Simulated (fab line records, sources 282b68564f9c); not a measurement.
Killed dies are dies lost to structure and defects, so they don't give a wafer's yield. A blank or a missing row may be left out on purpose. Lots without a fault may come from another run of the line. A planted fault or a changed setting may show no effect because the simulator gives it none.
Problem report in the 8D (eight disciplines) form, filled by code | flow rit_cmos | the parts of the form that need people (team, actions taken, sign-off) are left out

1. THE PROBLEM
heater_power_total_W at RIT_PRETRO_SOFTBAKE_02 reads a mean of 39.41 W on 6 wafers of 2 lots; wafers without a fault read 34.57 W with a standard deviation of 0.048. That is +99 or more standard deviations from the usual mean.
The step: time 60 s.
First seen on wafer L340.2, day 5 11:16, on litho_track-03. The record holds 18 wafers of 6 lots with a number at this step. Rule for "out", or "out of limits": more than 4 standard deviations from the usual mean. The other wafers with a number count as sound.

2. WHAT IT IS AND WHAT IT IS NOT
question                    | is                                 | is not
which readings at this step | heater_power_total_W, plate_temp_C | -
which lots                  | L340, L345                         | L326, L336, L341, L342
which wafers of those lots  | all that have a number             | -
read on which tools         | litho_track-03                     | litho_track-02, litho_track-04
when                        | from day 5 11:16                   | up to then (6 sound wafers); but 6 sound wafers of L341, L342 came after

3. SUSPECTS, AND WHAT RULES EACH OUT
Counting: a tool at a process step up to the reading stays a suspect if it ran every lot that is out and no sound lot after the first of them.
- plasma_asher-04 at RIT_NRETRO_STRIP_09 (strips in O2, time 180 s): kept. It ran every lot that is out, first L340 (day 5 10:42), and no sound lot after that; its last sound lot up to then is L326 (day 2 13:00).
- litho_track-03 at RIT_PRETRO_SOFTBAKE_02 (time 60 s): kept. It ran every lot that is out, first L340 (day 5 11:16), and no sound lot after that; its last sound lot up to then is L326 (day 2 13:32). Its own readings are out on those wafers: heater_power_total_W, plate_temp_C.
Left after counting: plasma_asher-04 at RIT_NRETRO_STRIP_09, litho_track-03 at RIT_PRETRO_SOFTBAKE_02.

4. THE CAUSE (what the simulator had put in)
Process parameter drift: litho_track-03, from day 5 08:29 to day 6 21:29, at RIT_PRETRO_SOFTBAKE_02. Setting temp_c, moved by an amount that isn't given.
Counting left 2 suspects, and this tool is among them.

5. THE CHAIN OF EFFECTS, in route order
Each row: a reading whose mean over the struck wafers that have a number lies more than 3 standard deviations from the usual. Only readings for which the record gives a usual standard deviation are gone through. hours: the time from each lot's start at the first step in this table that gives one to its start at this step, as a median over the lots. sigmas: the change in usual standard deviations.
hours | step                   | reading              | usual   | on struck wafers | change | sigmas
0     | RIT_PRETRO_SOFTBAKE_02 | heater_power_total_W | 34.57 W | 39.41            | +4.84  | +99 or more
0     | RIT_PRETRO_SOFTBAKE_02 | plate_temp_C         | 90.00 C | 98.98            | +8.98  | +69
The process steps in it:
- RIT_PRETRO_SOFTBAKE_02: time 60 s.
Later measuring or inspecting steps at which every struck wafer that the step has a row for has a number for every such reading, and none has moved that far: RIT_PRETRO_OVL_MEAS_06.

6. WHAT WOULD HAVE CAUGHT IT SOONER
In this record the first reading out of limits was taken at day 5 11:16, 3 hours after the fault began at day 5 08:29.
